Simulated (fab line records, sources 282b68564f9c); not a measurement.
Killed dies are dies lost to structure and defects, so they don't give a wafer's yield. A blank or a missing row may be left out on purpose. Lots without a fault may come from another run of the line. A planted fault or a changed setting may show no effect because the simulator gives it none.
fab line records | flow rit_cmos
record lots=13 wafers=39 last_day=7
route steps=202 shown PRETRO@70 GATE@84 PLDD@120 M1@202
lots that met no fault: from a run of the same line without faults
start_h: hours from the record's first day to the start of the lot's first wafer shown | wait_h: hours since the lot's step before | " the same as in the row above | L1.1+2: a row that stands for several wafers | - no value, or no start given | * or withheld: withheld | < > ~ a bound
route shown NAME@n: a module of which the file shows steps, and the number in the route of the first | usual: mean/standard deviation of fault-free wafers | same: alike in all rows | chamber/n: place in a boat | sites: the reading at each site | _std_site: their standard deviation | _edge_site: outer sites' mean less inner sites' | radius_mm: how far each site lies from the wafer's centre | mask NAME#n: copy n | behind: the tool/chamber that last shaped the wafer | hold: why the lot was held/for how many hours/how that ended | device: the transistor (n, p or np) that didn't switch | end of line: the same wafers' tests at the end of the route | a step without rows: its recipe alone | killed: dies lost to structure and defects at the first sort, not the wafer's yield | map: a wafer's dies, x killed, . not, _ none there
set.NAME: the setting as run; set.NAME@STEP: as run at that earlier step | model.NAME: the simulator's own value behind a step, which no gauge read
steps of the route over a sample of lots; a table a step, a row a wafer
services: from which hour (start_h, from the record's first day; less than 0 if before it) a tool's chamber was out of use, for how many hours, and why
## steps
# step RIT_PRETRO_OVL_MEAS_06
# usual PRETRO_OVL=0.8/1.3
# columns lot.wafer tool chamber start_h wait_h PRETRO_OVL[nm]
L552.1 overlay-02 - 32.45 - -0.5
L552.2 " - " " 0.6
L552.5 " - " " -0.7
L553.2 overlay-01 - 37.11 - 1.4
L553.3 " - " " 2.0
L553.5 " - " " 2.2
L554.1 overlay-01 - 41.57 - 1.0
L554.3 " - " " 0.0
L554.5 " - " " 1.9
L555.2 overlay-02 - 46.09 - 0.8
L555.3 " - " " -0.6
L555.5 " - " " 3.0
L556.1 overlay-01 - 51.95 - 1.6
L556.3 " - " " 3.5
L556.4 " - " " 0.6
L557.1 overlay-02 - 56.81 - 0.6
L557.4 " - " " 0.6
L557.6 " - " " 0.8
L558.2 overlay-02 - 60.94 - -0.5
L558.4 " - " " -0.6
L558.6 " - " " -0.5
L560.2 overlay-02 - 70.59 - -1.6
L560.5 " - " " 1.5
L560.6 " - " " -0.6
L561.1 overlay-02 - 77.51 - 2.3
L561.4 " - " " 1.4
L561.5 " - " " 2.0
L562.1 overlay-02 - 80.75 - 0.3
L562.3 " - " " -0.8
L562.5 " - " " -0.2
L570.2 overlay-02 - 120.43 - 0.4
L570.3 " - " " -1.2
L570.4 " - " " -0.4
L574.1 overlay-02 - 141.22 - 0.3
L574.3 " - " " -0.1
L574.5 " - " " 0.2
L575.1 overlay-01 - 145.68 - 0.9
L575.2 " - " " 4.7
L575.4 " - " " 2.2
# step RIT_PRETRO_STRIP_09
# recipe chemistry=O2 time_s=180 resist=NOVOLAK platen_temp_c=withheld power_w=500 pressure_mtorr=4000 o2_flow_sccm=4000
# usual drypump_motor_current_A=5.6/0.35
# columns lot.wafer tool chamber start_h wait_h drypump_motor_current_A rf_hours_counter_h
L552.1 plasma_asher-02 1 33.00 0.1 5.5 37
L552.2 " 0 " " 6.1 37
L552.5 " 1 " " 5.5 -
L553.2 plasma_asher-01 0 37.54 0.1 5.5 40
L553.3 " 1 " " 6.2 -
L553.5 " 0 " " 5.5 -
L554.1 plasma_asher-01 1 42.01 0.1 6.2 41
L554.3 " 0 " " 5.5 -
L554.5 " 0 " " 5.5 -
L555.2 plasma_asher-01 1 46.52 0.1 6.2 41
L555.3 " 0 " " 5.5 -
L555.5 " 1 " " 6.2 -
L556.1 plasma_asher-02 1 52.39 0.1 5.5 39
L556.3 " 1 " " 5.5 -
L556.4 " 0 " " 6.1 -
L557.1 plasma_asher-02 1 57.58 0.2 5.5 40
L557.4 " 0 " " 6.1 -
L557.6 " 0 " " 6.1 -
L558.2 plasma_asher-04 0 61.37 0.1 5.5 26
L558.4 " 1 " " 5.3 -
L558.6 " 0 " " 5.5 -
L560.2 plasma_asher-02 1 71.02 0.1 5.5 41
L560.5 " 0 " " 6.1 -
L560.6 " 1 " " 5.5 -
L561.1 plasma_asher-04 0 77.94 0.1 5.5 28
L561.4 " 0 " " 5.4 -
L561.5 " 1 " " 5.2 -
L562.1 plasma_asher-01 0 81.18 0.1 5.6 45
L562.3 " 0 " " 5.5 -
L562.5 " 1 " " 6.2 -
L570.2 plasma_asher-01 0 120.86 0.1 5.5 0
L570.3 " 0 " " 5.5 -
L570.4 " 1 " " 6.2 -
L574.1 plasma_asher-04 1 141.65 0.1 5.3 35
L574.3 " 1 " " 5.3 -
L574.5 " 1 " " 5.2 -
L575.1 plasma_asher-04 0 146.12 0.1 5.5 35
L575.2 " 1 " " 5.2 35
L575.4 " 1 " " 5.2 -
# step RIT_GATE_CVD_08
# recipe material=poly-Si target_thk_nm=250 temp_c=610 precursor=SiH4 time_s=2220 pressure_mtorr=300 sih4_flow_sccm=100
# usual sih4_flow_sccm=100.0/0.3 spike_tc_centre_C=612.0/1.1 spike_tc_load_C=630/3.6 spike_tc_source_C=631.4/2.1 susceptor_temp_C=610.04/0.29 zone_power_load_pct=11.6/0.6
# columns lot.wafer tool chamber start_h wait_h sih4_flow_sccm spike_tc_centre_C spike_tc_load_C spike_tc_source_C susceptor_temp_C zone_power_load_pct
L552.1 lpcvd-01 1 35.13 0.1 99.8 612.1 633 630.3 609.95 12.4
L552.2 " 1 " " 99.9 610.6 632 630.6 609.41 12.4
L552.5 " 1 " " 100.5 610.8 632 631.8 610.11 12.3
L553.2 lpcvd-01 1 40.08 0.0 99.9 611.8 631 632.3 610.26 12.2
L553.3 " 1 " " 100.0 611.9 632 631.1 610.61 12.3
L553.5 " 1 " " 99.9 612.6 633 630.8 610.32 12.4
L554.1 lpcvd-02 1 44.20 0.1 100.3 613.3 633 630.0 610.02 11.4
L554.3 " 1 " " 100.2 612.8 633 630.4 609.91 11.5
L554.5 " 1 " " 100.3 612.7 633 631.6 610.19 11.4
L555.2 lpcvd-01 1 48.66 0.0 100.2 613.1 632 632.6 610.22 12.4
L555.3 " 1 " " 100.4 613.0 632 631.8 609.89 12.4
L555.5 " 1 " " 100.4 612.6 632 628.7 610.12 12.2
L556.1 lpcvd-01 0 54.85 0.1 99.7 611.5 620 630.4 609.92 10.5
L556.3 " 0 " " 100.0 610.8 623 631.0 609.27 10.5
L556.4 " 0 " " 99.8 611.6 622 631.7 609.88 10.5
L557.1 lpcvd-02 1 59.72 0.1 100.0 611.0 632 630.6 609.85 11.6
L557.4 " 1 " " 100.4 614.0 633 629.3 610.11 11.7
L557.6 " 1 " " 100.4 610.9 633 628.3 610.12 11.5
L558.2 lpcvd-02 0 64.31 0.0 99.7 612.0 629 635.7 609.68 11.3
L558.4 " 0 " " 100.0 610.8 629 634.8 609.90 11.2
L558.6 " 0 " " 100.0 609.8 630 636.3 609.21 11.5
L560.2 lpcvd-01 1 74.94 0.0 100.1 613.6 632 630.1 610.14 12.2
L560.5 " 1 " " 100.2 612.2 633 630.6 610.46 12.3
L560.6 " 1 " " 99.3 613.7 631 631.8 610.09 12.4
L561.1 lpcvd-02 1 80.05 0.1 99.9 566.2 585 584.3 564.79 9.9
L561.4 " 1 " " 99.6 566.0 587 583.1 564.41 10.0
L561.5 " 1 " " 100.1 566.0 587 584.8 564.45 10.0
L562.1 lpcvd-02 1 83.36 0.1 100.0 567.5 588 583.8 564.77 9.9
L562.3 " 1 " " 100.7 566.3 586 587.3 564.14 9.9
L562.5 " 1 " " 100.3 566.3 587 583.3 564.66 10.0
L570.2 lpcvd-01 1 123.44 0.0 99.6 613.0 632 632.1 610.33 12.6
L570.3 " 1 " " 99.7 611.7 633 630.6 610.09 12.3
L570.4 " 1 " " 99.7 610.9 631 630.2 610.29 12.2
L574.1 lpcvd-01 0 143.77 0.1 100.4 611.7 621 630.6 610.14 10.5
L574.3 " 0 " " 100.0 612.6 621 631.8 610.16 10.6
L574.5 " 0 " " 99.6 611.7 620 633.1 609.91 10.6
L575.1 lpcvd-01 1 148.53 0.3 99.7 613.1 632 630.4 610.04 12.2
L575.2 " 1 " " 100.0 611.2 633 629.7 610.32 12.4
L575.4 " 1 " " 100.0 611.8 632 630.3 610.19 12.5
# step RIT_GATE_THK_MEAS_09
# recipe reads=poly-Si_of_GATE_CVD_08
# usual GATE_POLY_THK=250.9/2.1
# columns lot.wafer tool chamber start_h wait_h GATE_POLY_THK[nm]
L552.1 film_metro-01 - 36.74 0.0 252.1
L552.2 " - " " 251.7
L552.5 " - " " 251.4
L553.2 film_metro-02 - 41.71 0.0 252.1
L553.3 " - " " 249.6
L553.5 " - " " 250.1
L554.1 film_metro-01 - 45.82 0.0 250.1
L554.3 " - " " 248.3
L554.5 " - " " 249.5
L555.2 film_metro-03 - 50.28 0.0 248.9
L555.3 " - " " 247.6
L555.5 " - " " 247.4
L556.1 film_metro-01 - 56.47 0.0 252.2
L556.3 " - " " 251.0
L556.4 " - " " 253.2
L557.1 film_metro-02 - 61.33 0.0 252.9
L557.4 " - " " 253.4
L557.6 " - " " 251.1
L558.2 film_metro-03 - 65.94 0.0 253.1
L558.4 " - " " 252.4
L558.6 " - " " 253.5
L560.2 film_metro-03 - 76.56 0.0 252.7
L560.5 " - " " 254.1
L560.6 " - " " 254.0
L561.1 film_metro-03 - 81.67 0.0 80.0
L561.4 " - " " 79.4
L561.5 " - " " 81.6
L562.1 film_metro-02 - 84.98 0.0 79.3
L562.3 " - " " 81.2
L562.5 " - " " 82.0
L570.2 film_metro-02 - 125.06 0.0 254.3
L570.3 " - " " 253.1
L570.4 " - " " 253.2
L574.1 film_metro-02 - 145.38 0.0 254.4
L574.3 " - " " 253.7
L574.5 " - " " 250.2
L575.1 film_metro-02 - 150.15 0.0 248.9
L575.2 " - " " 251.5
L575.4 " - " " 251.7
# step RIT_GATE_ETCH_19
# recipe chemistry=SF6/CHF3/O2 time_s=165 SF6_flow_sccm=30 CHF3_flow_sccm=30 O2_flow_sccm=5 target=poly-Si pressure_mtorr=40 rf_w=160 target_depth_a=3125 over_etch_frac=0.25 stop_on=SiO2
# usual drypump_motor_current_A=5.6/0.55 oes_product_au=0.852/0.0098 throttle_valve_pct=10.22/0.16
# columns lot.wafer tool chamber start_h wait_h drypump_motor_current_A oes_product_au rf_hours_counter_h throttle_valve_pct
L552.1 rie_si-01 0 38.08 0.1 6.0 0.867 53 10.31
L552.2 " 1 " " 5.8 0.849 110 10.59
L552.5 " 3 " " 6.3 0.853 - 10.02
L553.2 rie_si-02 1 42.94 0.1 4.8 0.860 74 10.25
L553.3 " 3 " " 5.1 0.846 152 10.12
L553.5 " 3 " " 5.1 0.851 - 10.12
L554.1 rie_si-01 0 47.23 0.1 6.0 0.864 53 10.33
L554.3 " 2 " " 5.5 0.840 158 10.09
L554.5 " 0 " " 6.0 0.856 - 10.31
L555.2 rie_si-02 3 51.49 0.1 5.1 0.847 152 10.12
L555.3 " 2 " " 4.9 0.847 90 10.19
L555.5 " 0 " " 5.9 0.852 - 10.14
L556.1 rie_si-01 0 58.02 0.1 6.0 0.865 53 10.32
L556.3 " 1 " " 5.8 0.842 110 10.57
L556.4 " 3 " " 6.4 0.854 5 10.03
L557.1 rie_si-02 0 62.55 0.1 6.0 0.861 108 10.13
L557.4 " 2 " " 4.9 0.864 90 10.18
L557.6 " 3 " " 5.1 0.844 - 10.11
L558.2 rie_si-01 2 67.20 0.1 5.5 0.853 158 10.07
L558.4 " 0 " " 6.0 0.864 53 10.33
L558.6 " 0 " " 6.0 0.864 - 10.32
L560.2 rie_si-01 3 77.82 0.1 6.3 0.853 5 10.05
L560.5 " 0 " " 6.0 0.873 - 10.35
L560.6 " 3 " " 6.4 0.865 - 10.03
L561.1 rie_si-02 0 83.05 0.1 5.9 0.456 108 10.15
L561.4 " 2 " " 4.8 0.448 90 10.17
L561.5 " 0 " " 5.9 0.456 - 10.13
L562.1 rie_si-01 0 87.98 0.1 6.0 0.445 53 10.33
L562.3 " 1 " " 5.8 0.444 111 10.60
L562.5 " 3 " " 6.4 0.447 - 10.03
L570.2 rie_si-01 0 126.40 0.1 6.0 0.866 54 10.33
L570.3 " 1 " " 5.8 0.854 111 10.59
L570.4 " 2 " " 5.5 0.843 0 10.07
L574.1 rie_si-01 3 146.60 0.1 6.4 0.862 6 10.04
L574.3 " 1 " " 5.8 0.850 111 10.58
L574.5 " 3 " " 6.4 0.853 - 10.03
L575.1 rie_si-02 2 151.49 0.1 4.9 0.847 90 10.17
L575.2 " 1 " " 4.8 0.850 75 10.27
L575.4 " 3 " " 5.1 0.841 0 10.13
# step RIT_PLDD_OVL_MEAS_06
# usual PLDD_OVL=0.0/1.3
# columns lot.wafer tool chamber start_h wait_h PLDD_OVL[nm]
L552.1 overlay-02 - 44.32 - -0.8
L552.2 " - " " -1.1
L552.5 " - " " -1.0
L553.2 overlay-02 - 48.75 - 1.4
L553.3 " - " " 0.9
L553.5 " - " " 1.9
L554.1 overlay-02 - 53.03 - 0.0
L554.3 " - " " -2.1
L554.5 " - " " -1.7
L555.2 overlay-01 - 57.41 - -1.3
L555.3 " - " " 1.2
L555.5 " - " " -0.2
L556.1 overlay-02 - 63.95 - 0.7
L556.3 " - " " -2.1
L556.4 " - " " -0.5
L557.1 overlay-01 - 68.43 - 0.8
L557.4 " - " " -2.1
L557.6 " - " " 0.7
L558.2 overlay-01 - 73.03 - 0.9
L558.4 " - " " -1.1
L558.6 " - " " -0.6
L560.2 overlay-02 - 83.69 - -0.3
L560.5 " - " " -1.3
L560.6 " - " " -1.4
L561.1 overlay-01 - 88.73 - -0.2
L561.4 " - " " 0.1
L561.5 " - " " 0.7
L562.1 overlay-02 - 94.27 - -1.9
L562.3 " - " " -1.8
L562.5 " - " " -2.7
L570.2 overlay-01 - 132.36 - 0.5
L570.3 " - " " -0.2
L570.4 " - " " -0.3
L574.1 overlay-01 - 152.50 - -0.5
L574.3 " - " " -3.0
L574.5 " - " " 0.3
L575.1 overlay-01 - 158.07 - 0.2
L575.2 " - " " -0.9
L575.4 " - " " -0.2
# step RIT_M1_PROBE_99
# usual killed_at_contacts=0.1/0.31 killed_at_front_end=7/3.1 killed_dies=7/3.1 killed_open=3.3/1.9 killed_short=3.3/2
# same gross_dies=264 killed_at_M0_to_M3=0 killed_at_M4_up=0 killed_at_back_side=0 killed_at_other=0
# columns lot.wafer tool chamber start_h wait_h killed_at_contacts killed_at_front_end killed_dies killed_open killed_short
L552.1 prober-01 - 63.05 0.1 1 10 11 2 8
L552.2 prober-01 - 63.10 0.1 1 5 6 2 3
L552.5 prober-01 - 63.25 0.2 0 6 6 3 3
L553.2 prober-01 - 63.72 0.1 0 5 5 2 3
L553.3 prober-01 - 63.77 0.2 0 5 5 1 4
L553.5 prober-01 - 63.87 0.2 0 9 9 5 4
L554.1 prober-01 - 66.98 0.1 0 5 5 3 2
L554.3 prober-01 - 67.08 0.2 0 6 6 3 3
L554.5 prober-01 - 67.18 0.2 0 10 10 6 4
L555.2 prober-01 - 71.31 0.1 0 7 7 4 3
L555.3 prober-01 - 71.36 0.2 0 9 9 3 6
L555.5 prober-01 - 71.46 0.2 0 11 11 3 8
L556.1 prober-01 - 77.98 0.1 0 2 2 1 1
L556.3 prober-01 - 78.08 0.2 0 4 4 2 2
L556.4 prober-01 - 78.13 0.2 0 4 4 2 2
L557.1 prober-01 - 82.77 0.1 0 5 5 4 1
L557.4 prober-01 - 82.92 0.2 0 10 10 3 7
L557.6 prober-01 - 83.02 0.2 0 9 9 7 2
L558.2 prober-01 - 88.07 0.1 0 9 9 4 5
L558.4 prober-01 - 88.17 0.2 0 5 5 2 3
L558.6 prober-01 - 88.27 0.2 0 7 7 3 4
L560.2 prober-01 - 97.58 0.1 0 7 7 4 3
L560.5 prober-01 - 97.73 0.2 0 4 4 2 2
L560.6 prober-01 - 97.78 0.2 0 9 9 7 2
L561.1 prober-01 - 103.39 0.1 0 10 10 6 4
L561.4 prober-01 - 103.54 0.2 0 6 6 2 4
L561.5 prober-01 - 103.59 0.2 0 2 2 1 1
L562.1 prober-01 - 108.60 0.1 0 3 3 2 1
L562.3 prober-01 - 108.70 0.2 0 4 4 4 0
L562.5 prober-01 - 108.80 0.2 0 2 2 1 1
L570.2 prober-01 - 147.07 0.1 0 4 4 2 2
L570.3 prober-01 - 147.12 0.2 0 6 6 4 2
L570.4 prober-01 - 147.17 0.2 1 10 11 8 3
L574.1 prober-01 - 166.86 0.1 0 10 10 7 3
L574.3 prober-01 - 166.96 0.2 0 5 5 2 3
L574.5 prober-01 - 167.06 0.2 0 7 7 5 2
L575.1 prober-01 - 172.07 0.1 0 7 7 1 6
L575.2 prober-01 - 172.12 0.1 0 8 8 4 4
L575.4 prober-01 - 172.22 0.2 0 5 5 2 3
# killed by level:class
L552.1 GATE:geometric_particle:short=6 FOX2:geometric_particle:short=1 GATE:geometric_particle:open=1 SPACER:geometric_particle:short=1 SILICIDE:geometric_particle:open=1 CONTACT:coat_microbubble_printed=1
L552.2 FOX1:geometric_particle:open=1 FOX2:geometric_particle:short=1 GATE:geometric_particle:short=1 SPACER:geometric_particle:open=1 SILICIDE:geometric_particle:short=1 CONTACT:coat_microbubble_printed=1
L552.5 GATE:geometric_particle:short=2 FOX1:geometric_particle:short=1 FOX1:geometric_particle:open=1 SPACER:geometric_particle:open=1 SILICIDE:geometric_particle:open=1
L553.2 REOX:geometric_particle:open=2 FOX1:geometric_particle:short=1 GATE:geometric_particle:short=1 REOX:geometric_particle:short=1
L553.3 FOX1:geometric_particle:short=1 FOX1:geometric_particle:open=1 FOX2:geometric_particle:short=1 GATE:geometric_particle:short=1 SPACER:geometric_particle:short=1
L553.5 FOX1:geometric_particle:short=2 REOX:geometric_particle:open=2 SPACER:geometric_particle:open=2 FOX1:geometric_particle:open=1 GATE:geometric_particle:short=1 SPACER:geometric_particle:short=1
L554.1 FOX2:geometric_particle:short=2 GATE:geometric_particle:open=1 REOX:geometric_particle:open=1 SPACER:geometric_particle:open=1
L554.3 SILICIDE:geometric_particle:short=2 FOX1:geometric_particle:open=1 FOX2:geometric_particle:open=1 FOX2:geometric_particle:short=1 SILICIDE:geometric_particle:open=1
L554.5 GATE:geometric_particle:open=4 GATE:geometric_particle:short=3 FOX2:geometric_particle:open=1 SPACER:geometric_particle:short=1 SPACER:geometric_particle:open=1
L555.2 SPACER:geometric_particle:open=2 FOX1:geometric_particle:open=1 GATE:geometric_particle:short=1 REOX:geometric_particle:open=1 REOX:geometric_particle:short=1 SILICIDE:geometric_particle:short=1
L555.3 FOX1:geometric_particle:short=3 FOX2:geometric_particle:short=1 FOX2:geometric_particle:open=1 GATE:geometric_particle:open=1 GATE:geometric_particle:short=1 SILICIDE:geometric_particle:short=1 SILICIDE:geometric_particle:open=1
L555.5 GATE:geometric_particle:short=5 GATE:geometric_particle:open=2 SILICIDE:geometric_particle:short=2 REOX:geometric_particle:open=1 SPACER:geometric_particle:short=1
L556.1 REOX:geometric_particle:short=1 SILICIDE:geometric_particle:open=1
L556.3 FOX1:geometric_particle:short=1 GATE:geometric_particle:short=1 REOX:geometric_particle:open=1 SPACER:geometric_particle:open=1
L556.4 GATE:geometric_particle:open=2 GATE:geometric_particle:short=1 SPACER:geometric_particle:short=1
L557.1 SILICIDE:geometric_particle:open=2 FOX1:geometric_particle:open=1 FOX2:geometric_particle:open=1 GATE:geometric_particle:short=1
L557.4 FOX1:geometric_particle:short=3 SILICIDE:geometric_particle:open=3 GATE:geometric_particle:short=2 SPACER:geometric_particle:short=1 SILICIDE:geometric_particle:short=1
L557.6 GATE:geometric_particle:open=5 GATE:geometric_particle:short=2 REOX:geometric_particle:open=1 SILICIDE:geometric_particle:open=1
L558.2 GATE:geometric_particle:short=4 FOX1:geometric_particle:open=2 FOX1:geometric_particle:short=1 GATE:geometric_particle:open=1 SILICIDE:geometric_particle:open=1
L558.4 FOX1:geometric_particle:open=2 GATE:geometric_particle:short=2 REOX:geometric_particle:short=1
L558.6 FOX1:geometric_particle:short=2 GATE:geometric_particle:open=2 FOX1:geometric_particle:open=1 GATE:geometric_particle:short=1 SPACER:geometric_particle:short=1
L560.2 FOX1:geometric_particle:open=2 REOX:geometric_particle:short=2 FOX1:geometric_particle:short=1 GATE:geometric_particle:open=1 SILICIDE:geometric_particle:open=1
L560.5 FOX1:geometric_particle:short=1 GATE:geometric_particle:open=1 GATE:geometric_particle:short=1 SILICIDE:geometric_particle:open=1
L560.6 GATE:geometric_particle:open=3 SILICIDE:geometric_particle:open=2 FOX1:geometric_particle:open=1 FOX1:geometric_particle:short=1 SPACER:geometric_particle:open=1 SPACER:geometric_particle:short=1
L561.1 GATE:geometric_particle:short=4 GATE:geometric_particle:open=4 FOX1:geometric_particle:open=1 SPACER:geometric_particle:open=1
L561.4 GATE:geometric_particle:short=3 GATE:geometric_particle:open=2 REOX:geometric_particle:short=1
L561.5 FOX1:geometric_particle:short=1 GATE:geometric_particle:open=1
L562.1 GATE:geometric_particle:open=1 REOX:geometric_particle:open=1 SILICIDE:geometric_particle:short=1
L562.3 GATE:geometric_particle:open=2 REOX:geometric_particle:open=2
L562.5 GATE:geometric_particle:short=1 SILICIDE:geometric_particle:open=1
L570.2 REOX:geometric_particle:short=2 GATE:geometric_particle:open=1 REOX:geometric_particle:open=1
L570.3 GATE:geometric_particle:open=2 GATE:geometric_particle:short=2 FOX1:geometric_particle:open=1 REOX:geometric_particle:open=1
L570.4 GATE:geometric_particle:open=4 REOX:geometric_particle:open=2 FOX1:geometric_particle:short=1 REOX:geometric_particle:short=1 SPACER:geometric_particle:short=1 SILICIDE:geometric_particle:open=1 CONTACT:geometric_particle:open=1
L574.1 FOX1:geometric_particle:open=3 GATE:geometric_particle:open=2 SPACER:geometric_particle:short=2 FOX2:geometric_particle:open=1 GATE:geometric_particle:short=1 REOX:geometric_particle:open=1
L574.3 SILICIDE:geometric_particle:short=2 GATE:geometric_particle:short=1 REOX:geometric_particle:open=1 SPACER:geometric_particle:open=1
L574.5 GATE:geometric_particle:open=3 REOX:geometric_particle:open=2 REOX:geometric_particle:short=2
L575.1 GATE:geometric_particle:short=2 SILICIDE:geometric_particle:short=2 FOX1:geometric_particle:short=1 FOX1:geometric_particle:open=1 SPACER:geometric_particle:short=1
L575.2 GATE:geometric_particle:short=4 SPACER:geometric_particle:open=2 FOX2:geometric_particle:open=1 SILICIDE:geometric_particle:open=1
L575.4 GATE:geometric_particle:short=1 GATE:geometric_particle:open=1 SPACER:geometric_particle:open=1 SPACER:geometric_particle:short=1 SILICIDE:geometric_particle:short=1
## services
# columns tool chamber start_h hours kind
plasma_asher-04 - 30.02 10.5 repair
rie_si-02 - 35.02 5.7 repair
plasma_asher-01 - 48.14 0.6 repair
rie_si-01 0 69.67 1.0 repair
rie_si-01 2 72.97 - clean
rie_si-01 2 72.97 15.1 scheduled_down
rie_si-01 2 72.97 15.1 vent_cycle
rie_si-02 - 97.23 3.2 repair
rie_si-02 3 100.44 - clean
rie_si-02 3 100.44 14.8 scheduled_down
rie_si-02 3 100.44 14.8 vent_cycle
plasma_asher-01 - 108.75 9.0 pm
plasma_asher-01 0 108.75 9.0 vent_cycle
plasma_asher-01 1 108.75 9.0 vent_cycle
plasma_asher-01 - 111.80 4.2 repair
rie_si-01 1 115.55 1.1 repair
plasma_asher-01 0 117.75 - clean
plasma_asher-01 1 117.75 - clean
rie_si-02 2 136.99 3.4 repair
## key
first_sign step=RIT_GATE_CVD_08 reading=susceptor_temp_C direction=down sigmas=99+ usual=* struck=*
effect step=RIT_GATE_CVD_08 reading=spike_tc_centre_C direction=down sigmas=42 usual=612.0 struck=566.4
effect step=RIT_GATE_THK_MEAS_09 reading=GATE_POLY_THK direction=down sigmas=83 usual=250.9 struck=80.6
effect step=RIT_GATE_ETCH_19 reading=oes_product_au direction=down sigmas=41 usual=0.852 struck=0.449
met_at RIT_GATE_CVD_08
struck_lots L561,L562
struck_wafers L561.1,L561.4,L561.5,L562.1,L562.3,L562.5
tester_left_out L561,L562
not_acting_at RIT_PRETRO_OVL_MEAS_06,RIT_PRETRO_STRIP_09,RIT_PLDD_OVL_MEAS_06
onset_between 59.72 80.05
fault kind=process_parameter_drift tool=lpcvd-02 chamber=1 onset_h=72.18 steps=RIT_GATE_CVD_08 channel=temp_c offset=* shape=step end_h=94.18 acts_in=* stated=*
# tester_left_out: of these lots the tester's yield and bins aren't shown, on N5 and GAA mostly nor the transistor test; their killed dies are dies lost to structure and defects alone, not to doping, threshold or leakage, so they don't give the yield
